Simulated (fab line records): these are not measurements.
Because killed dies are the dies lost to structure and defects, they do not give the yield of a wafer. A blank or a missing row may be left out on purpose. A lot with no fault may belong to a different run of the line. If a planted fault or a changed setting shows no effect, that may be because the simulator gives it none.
Chamber matching | flow rit cmos | 4 sister chambers for RIT_GATE_ETCH_19 on rie si-01
The step etches poly-Si in SF6/CHF3/O2, stops on SiO2, time 165 s, target depth 312.5 nm. 16 wafers are shown with their chamber, then 8 later ones without.

WAFERS WITH THEIR CHAMBER
wafer  | chamber | throttle valve pct (%) | oes product au (a.u.) | SF6_flow_sccm (sccm)
L492.1 | 3       | 10.09                  | 0.840                 | 30.10
L492.3 | 0       | 10.00                  | 0.855                 | 29.95
L492.6 | 1       | 10.31                  | 0.867                 | 30.12
L494.1 | 2       | 10.29                  | 0.863                 | 29.89
L494.2 | 1       | 10.33                  | 0.863                 | 30.05
L494.4 | 3       | 10.08                  | 0.837                 | 30.09
L496.2 | 2       | 10.30                  | 0.860                 | 29.67
L496.4 | 3       | 10.11                  | 0.837                 | 29.99
L496.5 | 2       | 10.32                  | 0.865                 | 29.88
L498.2 | 1       | 10.32                  | 0.863                 | 29.75
L498.5 | 1       | 10.31                  | 0.862                 | 29.91
L498.6 | 2       | 10.29                  | 0.868                 | 29.96
L500.2 | 3       | 10.09                  | 0.846                 | 29.97
L500.3 | 2       | 10.28                  | 0.864                 | 30.01
L500.6 | 3       | 10.08                  | 0.846                 | 29.92
L502.3 | 1       | 10.31                  | 0.867                 | 30.10

SIGNATURES, as means of the wafers listed above
reading            | chamber 0 | chamber 1 | chamber 2 | chamber 3 | scatter within a chamber
throttle valve pct | 10.0000   | 10.3160   | 10.2960   | 10.0900   | 0.0124
oes product au     | 0.85500   | 0.86440   | 0.86400   | 0.84120   | 0.00342
SF6_flow_sccm      | 29.9500   | 29.9860   | 29.8820   | 30.0140   | 0.125
Rule: for each reading, subtract the chamber's mean from the wafer's reading, divide by that reading's scatter and square the result; add these up over the readings and take the root, which gives the wafer's distance from the chamber. If the next closest chamber is less than 2 further off than the closest, the wafer can't be placed; otherwise it belongs to the closest. The scatter is the square root of a quotient: the sum, over the shown wafers, of each reading's squared deviation from its chamber's mean, divided by wafers minus chambers.

WAFERS MISSING THEIR CHAMBER
wafer  | throttle valve pct (%) | oes product au (a.u.) | SF6_flow_sccm (sccm)
L502.4 | 9.99                   | 0.826                 | 30.04
L502.6 | 10.30                  | 0.865                 | 29.82
L512.4 | 10.29                  | 0.868                 | 30.22
L512.5 | 9.97                   | 0.837                 | 30.05
L512.6 | 10.09                  | 0.841                 | 29.90
L514.1 | 10.07                  | 0.840                 | 30.13
L514.3 | 10.28                  | 0.860                 | 29.98
L514.4 | 10.31                  | 0.863                 | 30.21

WHICH CHAMBER EACH ONE RAN IN
wafer  | from the rows above     | in truth
L502.4 | can't be placed: 0 or 3 | 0
L502.6 | can't be placed: 2 or 1 | 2
L512.4 | can't be placed: 2 or 1 | 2
L512.5 | 0                       | 0
L512.6 | 3                       | 3
L514.1 | 3                       | 3
L514.3 | can't be placed: 2 or 1 | 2
L514.4 | can't be placed: 1 or 2 | 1
Correct placement for 3 of the 8. From these rows, 5 cannot be placed; in 5 the true chamber is one of the candidates. Placed wrongly: 0.
